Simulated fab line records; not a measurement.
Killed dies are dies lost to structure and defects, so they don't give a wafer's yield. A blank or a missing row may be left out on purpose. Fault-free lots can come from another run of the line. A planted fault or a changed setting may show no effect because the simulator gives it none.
Which tool was responsible? | flow rit-cmos | Sampling: 15 lots, 45 wafers, 3 of 202 route steps

== WHAT THE GAUGES SHOWED, per wafer ==
RIT_NSD_TW_MEAS_10.
lot  | measured    | on            | NSD_TW
L476 | day 3 00:07 | film-metro-01 | 3144 3154 3157
L477 | day 3 08:29 | film-metro-01 | 3134 3143 3151
L478 | day 3 15:43 | film-metro-02 | 3096 3090 3080
L479 | day 3 21:38 | film-metro-02 | 3100 3093 3092
L480 | day 4 01:24 | film-metro-02 | 3090 3108 3106
L481 | day 4 04:46 | film-metro-01 | 3114 3142 3116
L482 | day 4 14:21 | film-metro-02 | 3524 3522 3503
L484 | day 4 22:24 | film-metro-04 | 3061 3047 3041
L485 | day 4 23:18 | film-metro-01 | 3555 3532 3551
L489 | day 5 21:16 | film-metro-04 | 3052 3050 3042
L491 | day 6 08:56 | film-metro-01 | 3547 3526 3507
L494 | day 6 19:01 | film-metro-02 | 3137 3117 3123
L495 | day 7 04:42 | film-metro-02 | 3108 3127 3128
L497 | day 7 10:22 | film-metro-04 | 3045 3041 3029
L498 | day 7 15:47 | film-metro-01 | 3117 3114 3111

RIT_SDANNEAL_RS_MEAS_05: a four-point-probe measurement.
lot  | measured    | on            | NSD_RS (ohm/sq)
L476 | day 3 02:16 | film-metro-04 | 83.9 84.1 83.9
L477 | day 3 10:38 | film-metro-01 | 84.3 84.8 84.8
L478 | day 3 17:52 | film-metro-04 | 84.8 84.8 84.8
L479 | day 3 23:40 | film-metro-04 | 84.9 85.1 85.0
L480 | day 4 03:34 | film-metro-02 | 85.3 85.0 85.3
L481 | day 4 06:55 | film-metro-04 | 84.7 84.7 84.4
L482 | day 4 16:27 | film-metro-04 | 52.4 52.4 52.4
L484 | day 5 00:46 | film-metro-01 | 84.5 84.8 84.6
L485 | day 5 01:39 | film-metro-02 | 52.3 52.3 52.3
L489 | day 5 23:35 | film-metro-04 | 84.9 84.8 85.0
L491 | day 6 11:16 | film-metro-02 | 52.3 52.0 52.1
L494 | day 6 21:05 | film-metro-01 | 84.3 84.6 84.4
L495 | day 7 06:49 | film-metro-01 | 85.1 84.9 84.9
L497 | day 7 12:32 | film-metro-01 | 84.8 85.2 84.9
L498 | day 7 17:58 | film-metro-04 | 84.4 84.5 84.7

== EACH LOT AND THE TOOL THAT RAN IT (in order: tool; ch and the chambers of the sampled wafers; start) ==
lot  | RIT_NSD_IMPLANT_08
L476 | implanter-02 ch 0, day 2 23:48
L477 | implanter-01 ch 0, day 3 08:10
L478 | implanter-02 ch 0, day 3 15:25
L479 | implanter-02 ch 0, day 3 21:19
L480 | implanter-02 ch 0, day 4 01:07
L481 | implanter-01 ch 0, day 4 04:27
L482 | implanter-01 ch 0, day 4 13:44
L484 | implanter-01 ch 0, day 4 22:05
L485 | implanter-02 ch 0, day 4 22:41
L489 | implanter-01 ch 0, day 5 20:58
L491 | implanter-01 ch 0, day 6 08:20
L494 | implanter-03 ch 0, day 6 18:42
L495 | implanter-02 ch 0, day 7 04:22
L497 | implanter-01 ch 0, day 7 10:05
L498 | implanter-03 ch 0, day 7 15:29
- RIT_NSD_IMPLANT_08

== WHAT THE TOOLS THEMSELVES READ (means of the sampled wafers that have a number; where no wafer has one, the mark that the record gives instead) ==
RIT_NSD_IMPLANT_08.
lot  | tool         | dose-ions-cm2
L476 | implanter-02 | 1e+15
L477 | implanter-01 | 1e+15
L478 | implanter-02 | 1e+15
L479 | implanter-02 | 1e+15
L480 | implanter-02 | 1e+15
L481 | implanter-01 | 1e+15
L482 | implanter-01 | 1e+15
L484 | implanter-01 | 1e+15
L485 | implanter-02 | 1e+15
L489 | implanter-01 | 1e+15
L491 | implanter-01 | 1e+15
L494 | implanter-03 | 1e+15
L495 | implanter-02 | 1e+15
L497 | implanter-01 | 1e+15
L498 | implanter-03 | 1e+15

== THE ANSWER, worked out from the rows above alone ==
Rule: usual is defined by the lots themselves. Put in order of their means at a reading, lots are off if they are a third of the lots or fewer, leave a main group of 4 or more, and stand apart from it by a gap of 3 or more times the standard deviation of the main group's means; of several such gaps the widest counts. A main group is skipped when, at the precision printed for the reading in the tables above, its means are all equal. A lot without any number at a reading at which 4 lots or more have one is off too. Any other lot the step has rows for is counted as sound. Order of review: gauges by route order, followed by the tools' own readings, for which a lot's mean as printed above is used. The first step at which some lot is off is used, and at that step the reading that is off furthest; a lot without a number counts as furthest.
Off: L482, L485, L491, at RIT_NSD_TW_MEAS_10 (NSD_TW). Main group: mean 3100, sd 36.
If a tool, at a process step before that reading, ran all the lots that are off and no sound lot after the first of them, it fits. Those tools and the gauges at RIT_NSD_TW_MEAS_10 are tried in the same way. None of those tried fits.

== WHAT WAS PUT IN BY THE SIMULATOR ==
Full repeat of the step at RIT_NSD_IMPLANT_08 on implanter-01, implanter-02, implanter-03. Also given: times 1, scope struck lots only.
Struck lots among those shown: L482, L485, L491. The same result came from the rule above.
